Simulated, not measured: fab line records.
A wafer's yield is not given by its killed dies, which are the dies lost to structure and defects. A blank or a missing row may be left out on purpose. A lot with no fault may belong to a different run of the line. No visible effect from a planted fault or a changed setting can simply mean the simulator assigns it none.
fab line records :: flow rit_cmos
record:
  lots: 7
  wafers: 21
  last_day: 7
route steps=202 shown NRETRO@60 PRETRO@64 GATE@75 M1@202
lots untouched by any fault: they come from a run of this same line in which no faults occurred
start_h: hours from the record's opening day to when the first of the lot's shown wafers began :: wait_h: hours since the lot's step before :: " identical to the entry in the row above :: L1.1+2: a single row standing in for several wafers :: - either no value or no given start :: * or withheld: withheld :: < > ~ a bound
route shown NAME@n: a module of which the file shows steps, and the number in the route of the first :: usual: mean/standard deviation taken from wafers without a fault :: same: alike in all rows :: chamber/n: place in a boat :: sites: readings site by site :: _std_site: the values' standard deviation :: _edge_site: mean of outer sites minus mean of inner sites :: radius_mm: how far each site lies from the wafer's centre :: mask NAME#n: copy n :: behind: tool/chamber where the wafer was last shaped :: hold: cause of the lot's hold/its duration in hours/its outcome :: device: the transistor (n, p or np) that didn't switch :: end of line: the same wafers' tests at the end of the route :: step lacking rows: just its recipe :: killed: count of dies lost to structure and defects at first sort (not the wafer's yield) :: map: per-die view of a wafer (x killed, . not killed, _ where there is no die)
set.NAME: the setting the step ran with; set.NAME@STEP: the setting that earlier step ran with :: model.NAME: the simulator's own value behind a step, which no gauge read
lots at some steps of the route; a table a step, a row a wafer
services: the hour from which a tool's chamber was out of use, counted from the record's first day as start_h (under 0 if before that day), plus the number of hours and why
== steps ==
step: RIT_NRETRO_HARDBAKE_07
recipe:
  resist: NOVOLAK
  temp_c: 140
  time_s: 120
step: RIT_NRETRO_IMPLANT_08
recipe:
  species: P
  energy_kev: 70
  dose_cm2: 1e+13
  tilt_deg: 7
step: RIT_NRETRO_STRIP_09
recipe:
  chemistry: O2
  time_s: 180
  resist: NOVOLAK
  platen_temp_c: withheld
  power_w: 500
  pressure_mtorr: 4000
  o2_flow_sccm: 4000
usual:
  drypump_motor_current_A: 6.0/0.54
lot.wafer: L421.3
tool: plasma_asher-02
chamber: 1
start_h: 39.30
wait_h: 0.1
drypump_motor_current_A: 5.7
rf_hours_counter_h: -

lot.wafer: L421.4
tool: plasma_asher-02
chamber: 0
start_h: 39.30
wait_h: 0.1
drypump_motor_current_A: 5.4
rf_hours_counter_h: -

lot.wafer: L421.6
tool: plasma_asher-02
chamber: 0
start_h: 39.30
wait_h: 0.1
drypump_motor_current_A: 5.5
rf_hours_counter_h: -

lot.wafer: L423.3
tool: plasma_asher-02
chamber: 1
start_h: 50.22
wait_h: 0.1
drypump_motor_current_A: 5.7
rf_hours_counter_h: -

lot.wafer: L423.4
tool: plasma_asher-02
chamber: 0
start_h: 50.22
wait_h: 0.1
drypump_motor_current_A: 5.5
rf_hours_counter_h: -

lot.wafer: L423.5
tool: plasma_asher-02
chamber: 1
start_h: 50.22
wait_h: 0.1
drypump_motor_current_A: 5.6
rf_hours_counter_h: -

lot.wafer: L425.3
tool: plasma_asher-02
chamber: 0
start_h: 60.85
wait_h: 0.1
drypump_motor_current_A: 5.5
rf_hours_counter_h: -

lot.wafer: L425.5
tool: plasma_asher-02
chamber: 1
start_h: 60.85
wait_h: 0.1
drypump_motor_current_A: 5.7
rf_hours_counter_h: -

lot.wafer: L425.6
tool: plasma_asher-02
chamber: 0
start_h: 60.85
wait_h: 0.1
drypump_motor_current_A: 5.4
rf_hours_counter_h: -

lot.wafer: L428.1
tool: plasma_asher-03
chamber: 0
start_h: 77.08
wait_h: 0.1
drypump_motor_current_A: 6.7
rf_hours_counter_h: 45

lot.wafer: L428.2
tool: plasma_asher-03
chamber: 1
start_h: 77.08
wait_h: 0.1
drypump_motor_current_A: 5.5
rf_hours_counter_h: 45

lot.wafer: L428.6
tool: plasma_asher-03
chamber: 0
start_h: 77.08
wait_h: 0.1
drypump_motor_current_A: 6.7
rf_hours_counter_h: -

lot.wafer: L434.3
tool: plasma_asher-02
chamber: 0
start_h: 104.53
wait_h: 0.1
drypump_motor_current_A: 5.5
rf_hours_counter_h: -

lot.wafer: L434.5
tool: plasma_asher-02
chamber: 1
start_h: 104.53
wait_h: 0.1
drypump_motor_current_A: 5.7
rf_hours_counter_h: -

lot.wafer: L434.6
tool: plasma_asher-02
chamber: 0
start_h: 104.53
wait_h: 0.1
drypump_motor_current_A: 5.5
rf_hours_counter_h: -

lot.wafer: L441.1
tool: plasma_asher-03
chamber: 0
start_h: 139.70
wait_h: 0.1
drypump_motor_current_A: 6.7
rf_hours_counter_h: 51

lot.wafer: L441.2
tool: plasma_asher-03
chamber: 1
start_h: 139.70
wait_h: 0.1
drypump_motor_current_A: 5.4
rf_hours_counter_h: 51

lot.wafer: L441.6
tool: plasma_asher-03
chamber: 0
start_h: 139.70
wait_h: 0.1
drypump_motor_current_A: 6.7
rf_hours_counter_h: -

lot.wafer: L442.1
tool: plasma_asher-04
chamber: 0
start_h: 147.58
wait_h: 0.1
drypump_motor_current_A: 6.4
rf_hours_counter_h: 37

lot.wafer: L442.3
tool: plasma_asher-04
chamber: 1
start_h: 147.58
wait_h: 0.1
drypump_motor_current_A: 6.6
rf_hours_counter_h: -

lot.wafer: L442.4
tool: plasma_asher-04
chamber: 0
start_h: 147.58
wait_h: 0.1
drypump_motor_current_A: 6.4
rf_hours_counter_h: -
step: RIT_NRETRO_TW_MEAS_10
usual:
  NRETRO_TW: 1044/12
lot.wafer: L421.3
tool: film_metro-02
chamber: -
start_h: 39.44
wait_h: 0.1
NRETRO_TW: 1029

lot.wafer: L421.4
tool: film_metro-02
chamber: -
start_h: 39.44
wait_h: 0.1
NRETRO_TW: 1024

lot.wafer: L421.6
tool: film_metro-02
chamber: -
start_h: 39.44
wait_h: 0.1
NRETRO_TW: 1026

lot.wafer: L423.3
tool: film_metro-03
chamber: -
start_h: 50.35
wait_h: 0.1
NRETRO_TW: 1055

lot.wafer: L423.4
tool: film_metro-03
chamber: -
start_h: 50.35
wait_h: 0.1
NRETRO_TW: 1054

lot.wafer: L423.5
tool: film_metro-03
chamber: -
start_h: 50.35
wait_h: 0.1
NRETRO_TW: 1058

lot.wafer: L425.3
tool: film_metro-04
chamber: -
start_h: 60.99
wait_h: 0.1
NRETRO_TW: 1042

lot.wafer: L425.5
tool: film_metro-04
chamber: -
start_h: 60.99
wait_h: 0.1
NRETRO_TW: 1045

lot.wafer: L425.6
tool: film_metro-04
chamber: -
start_h: 60.99
wait_h: 0.1
NRETRO_TW: 1053

lot.wafer: L428.1
tool: film_metro-02
chamber: -
start_h: 77.26
wait_h: 0.1
NRETRO_TW: 1026

lot.wafer: L428.2
tool: film_metro-02
chamber: -
start_h: 77.26
wait_h: 0.1
NRETRO_TW: 1026

lot.wafer: L428.6
tool: film_metro-02
chamber: -
start_h: 77.26
wait_h: 0.1
NRETRO_TW: 1023

lot.wafer: L434.3
tool: film_metro-03
chamber: -
start_h: 104.67
wait_h: 0.1
NRETRO_TW: 1053

lot.wafer: L434.5
tool: film_metro-03
chamber: -
start_h: 104.67
wait_h: 0.1
NRETRO_TW: 1054

lot.wafer: L434.6
tool: film_metro-03
chamber: -
start_h: 104.67
wait_h: 0.1
NRETRO_TW: 1053

lot.wafer: L441.1
tool: film_metro-02
chamber: -
start_h: 139.88
wait_h: 0.1
NRETRO_TW: 1034

lot.wafer: L441.2
tool: film_metro-02
chamber: -
start_h: 139.88
wait_h: 0.1
NRETRO_TW: 1032

lot.wafer: L441.6
tool: film_metro-02
chamber: -
start_h: 139.88
wait_h: 0.1
NRETRO_TW: 1039

lot.wafer: L442.1
tool: film_metro-04
chamber: -
start_h: 147.76
wait_h: 0.1
NRETRO_TW: 1043

lot.wafer: L442.3
tool: film_metro-04
chamber: -
start_h: 147.76
wait_h: 0.1
NRETRO_TW: 1044

lot.wafer: L442.4
tool: film_metro-04
chamber: -
start_h: 147.76
wait_h: 0.1
NRETRO_TW: 1044
step: RIT_PRETRO_HMDS_00
recipe:
  prime_time_s: 60
  prime_temp_c: 140
step: RIT_PRETRO_COAT_01
recipe:
  resist: NOVOLAK
  spin_rpm: 2000
  resist_thk_nm: 1300
step: RIT_PRETRO_SOFTBAKE_02
recipe:
  resist: NOVOLAK
  temp_c: 90
  time_s: 60
step: RIT_PRETRO_EXPOSE_03
recipe:
  mask_id: M5
  na: 0.57
  target_cd_nm: 43700
  dose_mj: 250
step: RIT_PRETRO_PEB_04
recipe:
  resist: NOVOLAK
  temp_c: withheld
  time_s: withheld
step: RIT_PRETRO_DEVELOP_05
recipe:
  resist: NOVOLAK
  develop_time_s: 68
  dev_temp_c: 23
step: RIT_PRETRO_OVL_MEAS_06
usual:
  PRETRO_OVL: -0.4/1.7
lot.wafer: L421.3
tool: overlay-01
chamber: -
start_h: 40.62
wait_h: -
PRETRO_OVL[nm]: -2.4

lot.wafer: L421.4
tool: overlay-01
chamber: -
start_h: 40.62
wait_h: -
PRETRO_OVL[nm]: -1.9

lot.wafer: L421.6
tool: overlay-01
chamber: -
start_h: 40.62
wait_h: -
PRETRO_OVL[nm]: -2.3

lot.wafer: L423.3
tool: overlay-02
chamber: -
start_h: 51.45
wait_h: -
PRETRO_OVL[nm]: 0.2

lot.wafer: L423.4
tool: overlay-02
chamber: -
start_h: 51.45
wait_h: -
PRETRO_OVL[nm]: -0.7

lot.wafer: L423.5
tool: overlay-02
chamber: -
start_h: 51.45
wait_h: -
PRETRO_OVL[nm]: 0.8

lot.wafer: L425.3
tool: overlay-01
chamber: -
start_h: 62.05
wait_h: -
PRETRO_OVL[nm]: -0.2

lot.wafer: L425.5
tool: overlay-01
chamber: -
start_h: 62.05
wait_h: -
PRETRO_OVL[nm]: -0.5

lot.wafer: L425.6
tool: overlay-01
chamber: -
start_h: 62.05
wait_h: -
PRETRO_OVL[nm]: -0.6

lot.wafer: L428.1
tool: overlay-02
chamber: -
start_h: 78.20
wait_h: -
PRETRO_OVL[nm]: -1.9

lot.wafer: L428.2
tool: overlay-02
chamber: -
start_h: 78.20
wait_h: -
PRETRO_OVL[nm]: -0.6

lot.wafer: L428.6
tool: overlay-02
chamber: -
start_h: 78.20
wait_h: -
PRETRO_OVL[nm]: 0.6

lot.wafer: L434.3
tool: overlay-01
chamber: -
start_h: 105.60
wait_h: -
PRETRO_OVL[nm]: -2.5

lot.wafer: L434.5
tool: overlay-01
chamber: -
start_h: 105.60
wait_h: -
PRETRO_OVL[nm]: -2.6

lot.wafer: L434.6
tool: overlay-01
chamber: -
start_h: 105.60
wait_h: -
PRETRO_OVL[nm]: -0.9

lot.wafer: L441.1
tool: overlay-01
chamber: -
start_h: 140.82
wait_h: -
PRETRO_OVL[nm]: -3.1

lot.wafer: L441.2
tool: overlay-01
chamber: -
start_h: 140.82
wait_h: -
PRETRO_OVL[nm]: -0.6

lot.wafer: L441.6
tool: overlay-01
chamber: -
start_h: 140.82
wait_h: -
PRETRO_OVL[nm]: -2.2

lot.wafer: L442.1
tool: overlay-01
chamber: -
start_h: 148.70
wait_h: -
PRETRO_OVL[nm]: -1.2

lot.wafer: L442.3
tool: overlay-01
chamber: -
start_h: 148.70
wait_h: -
PRETRO_OVL[nm]: -0.4

lot.wafer: L442.4
tool: overlay-01
chamber: -
start_h: 148.70
wait_h: -
PRETRO_OVL[nm]: -1.0
step: RIT_PRETRO_HARDBAKE_07
recipe:
  resist: NOVOLAK
  temp_c: 140
  time_s: 120
step: RIT_PRETRO_IMPLANT_08
recipe:
  species: B
  energy_kev: 45
  dose_cm2: 1.2e+13
  tilt_deg: 7
usual:
  faraday_current_uA: 38.1/0.75
lot.wafer: L421.3
tool: implanter-04
chamber: 0
start_h: 40.95
wait_h: 0.2
faraday_current_uA: 38.9

lot.wafer: L421.4
tool: implanter-04
chamber: 0
start_h: 40.95
wait_h: 0.2
faraday_current_uA: 38.9

lot.wafer: L421.6
tool: implanter-04
chamber: 0
start_h: 40.95
wait_h: 0.2
faraday_current_uA: 38.7

lot.wafer: L423.3
tool: implanter-03
chamber: 0
start_h: 51.78
wait_h: 0.2
faraday_current_uA: 37.4

lot.wafer: L423.4
tool: implanter-03
chamber: 0
start_h: 51.78
wait_h: 0.2
faraday_current_uA: 39.2

lot.wafer: L423.5
tool: implanter-03
chamber: 0
start_h: 51.78
wait_h: 0.2
faraday_current_uA: 38.5

lot.wafer: L425.3
tool: implanter-03
chamber: 0
start_h: 62.37
wait_h: 0.2
faraday_current_uA: 37.9

lot.wafer: L425.5
tool: implanter-03
chamber: 0
start_h: 62.37
wait_h: 0.2
faraday_current_uA: 37.7

lot.wafer: L425.6
tool: implanter-03
chamber: 0
start_h: 62.37
wait_h: 0.2
faraday_current_uA: 38.4

lot.wafer: L425.3
tool: implanter-03
chamber: 0
start_h: 62.69
wait_h: 0.3
faraday_current_uA: 37.2

lot.wafer: L425.5
tool: implanter-03
chamber: 0
start_h: 62.69
wait_h: 0.3
faraday_current_uA: 37.2

lot.wafer: L425.6
tool: implanter-03
chamber: 0
start_h: 62.69
wait_h: 0.3
faraday_current_uA: 37.5

lot.wafer: L428.1
tool: implanter-04
chamber: 0
start_h: 78.48
wait_h: 0.2
faraday_current_uA: 38.3

lot.wafer: L428.2
tool: implanter-04
chamber: 0
start_h: 78.48
wait_h: 0.2
faraday_current_uA: 37.2

lot.wafer: L428.6
tool: implanter-04
chamber: 0
start_h: 78.48
wait_h: 0.2
faraday_current_uA: 38.3

lot.wafer: L428.1
tool: implanter-04
chamber: 0
start_h: 78.80
wait_h: 0.3
faraday_current_uA: 37.3

lot.wafer: L428.2
tool: implanter-04
chamber: 0
start_h: 78.80
wait_h: 0.3
faraday_current_uA: 38.1

lot.wafer: L428.6
tool: implanter-04
chamber: 0
start_h: 78.80
wait_h: 0.3
faraday_current_uA: 38.2

lot.wafer: L434.3
tool: implanter-03
chamber: 0
start_h: 105.93
wait_h: 0.2
faraday_current_uA: 37.6

lot.wafer: L434.5
tool: implanter-03
chamber: 0
start_h: 105.93
wait_h: 0.2
faraday_current_uA: 37.4

lot.wafer: L434.6
tool: implanter-03
chamber: 0
start_h: 105.93
wait_h: 0.2
faraday_current_uA: 38.2

lot.wafer: L434.3
tool: implanter-03
chamber: 0
start_h: 106.24
wait_h: 0.3
faraday_current_uA: 38.3

lot.wafer: L434.5
tool: implanter-03
chamber: 0
start_h: 106.24
wait_h: 0.3
faraday_current_uA: 38.1

lot.wafer: L434.6
tool: implanter-03
chamber: 0
start_h: 106.24
wait_h: 0.3
faraday_current_uA: 38.2

lot.wafer: L441.1
tool: implanter-03
chamber: 0
start_h: 141.11
wait_h: 0.2
faraday_current_uA: 37.1

lot.wafer: L441.2
tool: implanter-03
chamber: 0
start_h: 141.11
wait_h: 0.2
faraday_current_uA: 36.9

lot.wafer: L441.6
tool: implanter-03
chamber: 0
start_h: 141.11
wait_h: 0.2
faraday_current_uA: 39.2

lot.wafer: L442.1
tool: implanter-04
chamber: 0
start_h: 148.98
wait_h: 0.2
faraday_current_uA: 38.7

lot.wafer: L442.3
tool: implanter-04
chamber: 0
start_h: 148.98
wait_h: 0.2
faraday_current_uA: 36.6

lot.wafer: L442.4
tool: implanter-04
chamber: 0
start_h: 148.98
wait_h: 0.2
faraday_current_uA: 37.6
step: RIT_PRETRO_STRIP_09
recipe:
  chemistry: O2
  time_s: 180
  resist: NOVOLAK
  platen_temp_c: withheld
  power_w: 500
  pressure_mtorr: 4000
  o2_flow_sccm: 4000
usual:
  drypump_motor_current_A: 6.0/0.49
lot.wafer: L421.3
tool: plasma_asher-02
chamber: 1
start_h: 41.10
wait_h: 0.1
drypump_motor_current_A: 5.6
rf_hours_counter_h: -

lot.wafer: L421.4
tool: plasma_asher-02
chamber: 0
start_h: 41.10
wait_h: 0.1
drypump_motor_current_A: 5.5
rf_hours_counter_h: -

lot.wafer: L421.6
tool: plasma_asher-02
chamber: 1
start_h: 41.10
wait_h: 0.1
drypump_motor_current_A: 5.7
rf_hours_counter_h: -

lot.wafer: L423.3
tool: plasma_asher-04
chamber: 0
start_h: 51.94
wait_h: 0.1
drypump_motor_current_A: 6.4
rf_hours_counter_h: -

lot.wafer: L423.4
tool: plasma_asher-04
chamber: 1
start_h: 51.94
wait_h: 0.1
drypump_motor_current_A: 6.6
rf_hours_counter_h: -

lot.wafer: L423.5
tool: plasma_asher-04
chamber: 0
start_h: 51.94
wait_h: 0.1
drypump_motor_current_A: 6.4
rf_hours_counter_h: -

lot.wafer: L425.3
tool: plasma_asher-04
chamber: 1
start_h: 62.85
wait_h: 0.1
drypump_motor_current_A: 6.6
rf_hours_counter_h: -

lot.wafer: L425.5
tool: plasma_asher-04
chamber: 1
start_h: 62.85
wait_h: 0.1
drypump_motor_current_A: 6.6
rf_hours_counter_h: -

lot.wafer: L425.6
tool: plasma_asher-04
chamber: 0
start_h: 62.85
wait_h: 0.1
drypump_motor_current_A: 6.4
rf_hours_counter_h: -

lot.wafer: L428.1
tool: plasma_asher-04
chamber: 0
start_h: 78.95
wait_h: 0.1
drypump_motor_current_A: 6.4
rf_hours_counter_h: 30

lot.wafer: L428.2
tool: plasma_asher-04
chamber: 1
start_h: 78.95
wait_h: 0.1
drypump_motor_current_A: 6.6
rf_hours_counter_h: 30

lot.wafer: L428.6
tool: plasma_asher-04
chamber: 0
start_h: 78.95
wait_h: 0.1
drypump_motor_current_A: 6.4
rf_hours_counter_h: -

lot.wafer: L434.3
tool: plasma_asher-02
chamber: 1
start_h: 106.40
wait_h: 0.1
drypump_motor_current_A: 5.7
rf_hours_counter_h: -

lot.wafer: L434.5
tool: plasma_asher-02
chamber: 0
start_h: 106.40
wait_h: 0.1
drypump_motor_current_A: 5.5
rf_hours_counter_h: -

lot.wafer: L434.6
tool: plasma_asher-02
chamber: 1
start_h: 106.40
wait_h: 0.1
drypump_motor_current_A: 5.7
rf_hours_counter_h: -

lot.wafer: L441.1
tool: plasma_asher-02
chamber: 0
start_h: 141.26
wait_h: 0.1
drypump_motor_current_A: 5.4
rf_hours_counter_h: 3

lot.wafer: L441.2
tool: plasma_asher-02
chamber: 1
start_h: 141.26
wait_h: 0.1
drypump_motor_current_A: 5.7
rf_hours_counter_h: 3

lot.wafer: L441.6
tool: plasma_asher-02
chamber: 0
start_h: 141.26
wait_h: 0.1
drypump_motor_current_A: 5.4
rf_hours_counter_h: -

lot.wafer: L442.1
tool: plasma_asher-02
chamber: 0
start_h: 149.13
wait_h: 0.1
drypump_motor_current_A: 5.5
rf_hours_counter_h: 4

lot.wafer: L442.3
tool: plasma_asher-02
chamber: 1
start_h: 149.13
wait_h: 0.1
drypump_motor_current_A: 5.7
rf_hours_counter_h: -

lot.wafer: L442.4
tool: plasma_asher-02
chamber: 0
start_h: 149.13
wait_h: 0.1
drypump_motor_current_A: 5.5
rf_hours_counter_h: -
step: RIT_PRETRO_TW_MEAS_10
usual:
  PRETRO_TW: 475.3/2.7
lot.wafer: L421.3
tool: film_metro-04
chamber: -
start_h: 41.24
wait_h: 0.1
PRETRO_TW: 477.1

lot.wafer: L421.4
tool: film_metro-04
chamber: -
start_h: 41.24
wait_h: 0.1
PRETRO_TW: 476.3

lot.wafer: L421.6
tool: film_metro-04
chamber: -
start_h: 41.24
wait_h: 0.1
PRETRO_TW: 477.8

lot.wafer: L423.3
tool: film_metro-04
chamber: -
start_h: 52.07
wait_h: 0.1
PRETRO_TW: 471.2

lot.wafer: L423.4
tool: film_metro-04
chamber: -
start_h: 52.07
wait_h: 0.1
PRETRO_TW: 473.9

lot.wafer: L423.5
tool: film_metro-04
chamber: -
start_h: 52.07
wait_h: 0.1
PRETRO_TW: 472.0

lot.wafer: L425.3
tool: film_metro-03
chamber: -
start_h: 62.98
wait_h: 0.1
PRETRO_TW: 595.5

lot.wafer: L425.5
tool: film_metro-03
chamber: -
start_h: 62.98
wait_h: 0.1
PRETRO_TW: 595.2

lot.wafer: L425.6
tool: film_metro-03
chamber: -
start_h: 62.98
wait_h: 0.1
PRETRO_TW: 597.4

lot.wafer: L428.1
tool: film_metro-03
chamber: -
start_h: 79.13
wait_h: 0.1
PRETRO_TW: 592.3

lot.wafer: L428.2
tool: film_metro-03
chamber: -
start_h: 79.13
wait_h: 0.1
PRETRO_TW: 596.3

lot.wafer: L428.6
tool: film_metro-03
chamber: -
start_h: 79.13
wait_h: 0.1
PRETRO_TW: 597.8

lot.wafer: L434.3
tool: film_metro-03
chamber: -
start_h: 106.54
wait_h: 0.1
PRETRO_TW: 592.0

lot.wafer: L434.5
tool: film_metro-03
chamber: -
start_h: 106.54
wait_h: 0.1
PRETRO_TW: 593.6

lot.wafer: L434.6
tool: film_metro-03
chamber: -
start_h: 106.54
wait_h: 0.1
PRETRO_TW: 591.5

lot.wafer: L441.1
tool: film_metro-03
chamber: -
start_h: 141.43
wait_h: 0.1
PRETRO_TW: 475.5

lot.wafer: L441.2
tool: film_metro-03
chamber: -
start_h: 141.43
wait_h: 0.1
PRETRO_TW: 476.5

lot.wafer: L441.6
tool: film_metro-03
chamber: -
start_h: 141.43
wait_h: 0.1
PRETRO_TW: 475.8

lot.wafer: L442.1
tool: film_metro-03
chamber: -
start_h: 149.31
wait_h: 0.1
PRETRO_TW: 474.7

lot.wafer: L442.3
tool: film_metro-03
chamber: -
start_h: 149.31
wait_h: 0.1
PRETRO_TW: 478.9

lot.wafer: L442.4
tool: film_metro-03
chamber: -
start_h: 149.31
wait_h: 0.1
PRETRO_TW: 476.1
step: RIT_GATE_WET_ETCH_00
recipe:
  chemistry: BOE
  target: SiO2
  target_depth_nm: 56
  time_s: 60
  dry: n2_spin
  dilution: 10:1
  temp_c: 21.5
step: RIT_M1_PROBE_99
usual:
  killed_at_contacts: 0.1/0.24
  killed_at_front_end: 7/3.1
  killed_dies: 7/3.1
  killed_open: 3.3/2
  killed_short: 3.4/2.1
same:
  gross_dies: 264
  killed_at_M0_to_M3: 0
  killed_at_M4_up: 0
  killed_at_back_side: 0
  killed_at_other: 0
lot.wafer: L425.3
tool: prober-01
chamber: -
start_h: 89.04
wait_h: 0.2
killed_at_contacts: 0
killed_at_front_end: 10
killed_dies: 10
killed_open: 3
killed_short: 7

lot.wafer: L425.5
tool: prober-01
chamber: -
start_h: 89.14
wait_h: 0.2
killed_at_contacts: 0
killed_at_front_end: 6
killed_dies: 6
killed_open: 5
killed_short: 1

lot.wafer: L425.6
tool: prober-01
chamber: -
start_h: 89.19
wait_h: 0.2
killed_at_contacts: 0
killed_at_front_end: 6
killed_dies: 6
killed_open: 2
killed_short: 4

lot.wafer: L442.1
tool: prober-01
chamber: -
start_h: 178.67
wait_h: 0.1
killed_at_contacts: 0
killed_at_front_end: 10
killed_dies: 10
killed_open: 1
killed_short: 9

lot.wafer: L442.3
tool: prober-01
chamber: -
start_h: 178.77
wait_h: 0.2
killed_at_contacts: 0
killed_at_front_end: 7
killed_dies: 7
killed_open: 2
killed_short: 5

lot.wafer: L442.4
tool: prober-01
chamber: -
start_h: 178.82
wait_h: 0.2
killed_at_contacts: 0
killed_at_front_end: 11
killed_dies: 11
killed_open: 6
killed_short: 5
killed by level:class
L425.3 REOX:geometric_particle:short=3 FOX2:geometric_particle:short=2 FOX2:geometric_particle:open=1 GATE:geometric_particle:open=1 REOX:geometric_particle:open=1 SPACER:geometric_particle:short=1 SILICIDE:geometric_particle:short=1
L425.5 GATE:geometric_particle:open=2 REOX:geometric_particle:open=2 SPACER:geometric_particle:open=1 SILICIDE:geometric_particle:short=1
L425.6 SPACER:geometric_particle:short=3 GATE:geometric_particle:open=2 FOX1:geometric_particle:short=1
L442.1 FOX1:geometric_particle:short=5 GATE:geometric_particle:short=2 SPACER:geometric_particle:short=2 GATE:geometric_particle:open=1
L442.3 FOX1:geometric_particle:open=2 GATE:geometric_particle:short=2 FOX1:geometric_particle:short=1 REOX:geometric_particle:short=1 SPACER:geometric_particle:short=1
L442.4 GATE:geometric_particle:open=4 FOX1:geometric_particle:short=1 FOX2:geometric_particle:short=1 GATE:geometric_particle:short=1 REOX:geometric_particle:short=1 SPACER:geometric_particle:open=1 SILICIDE:geometric_particle:open=1 SILICIDE:geometric_particle:short=1
== services ==
tool: plasma_asher-03
chamber: -
start_h: 29.45
hours: 3.2
kind: repair

tool: plasma_asher-04
chamber: -
start_h: 87.09
hours: 2.8
kind: pm

tool: implanter-04
chamber: -
start_h: 96.84
hours: 23.2
kind: pm

tool: plasma_asher-02
chamber: -
start_h: 108.75
hours: 9.0
kind: pm

tool: plasma_asher-02
chamber: 0
start_h: 108.75
hours: 9.0
kind: vent_cycle

tool: plasma_asher-02
chamber: 1
start_h: 108.75
hours: 9.0
kind: vent_cycle

tool: plasma_asher-04
chamber: -
start_h: 114.73
hours: 0.3
kind: repair

tool: plasma_asher-04
chamber: -
start_h: 115.27
hours: 2.3
kind: repair

tool: plasma_asher-03
chamber: -
start_h: 117.44
hours: 8.2
kind: repair

tool: plasma_asher-02
chamber: 0
start_h: 117.75
hours: -
kind: clean

tool: plasma_asher-02
chamber: 1
start_h: 117.75
hours: -
kind: clean

tool: plasma_asher-02
chamber: -
start_h: 144.55
hours: 1.7
kind: repair
== key ==
first_sign:
  step: RIT_PRETRO_IMPLANT_08
  reading: visit
  direction: added
effect:
  step: RIT_PRETRO_TW_MEAS_10
  reading: PRETRO_TW
  direction: up
  sigmas: 44
  usual: 475.3
  struck: 594.6
met_at RIT_PRETRO_IMPLANT_08
struck_wafers L425.3,L425.5,L425.6,L428.1,L428.2,L428.6,L434.3,L434.5,L434.6
tester_left_out L425,L428,L434
fault:
  kind: repeated_step_whole
  tool: implanter-02,implanter-03,implanter-04
  chamber: -
  onset_h: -
  steps: RIT_PRETRO_IMPLANT_08
  times: 1
  scope: struck_lots_only
tester_left_out: of these lots the tester's yield and bins aren't shown, on N5 and GAA mostly nor the transistor test; their killed dies are dies lost to structure and defects alone, not to doping, threshold or leakage, so they don't give the yield
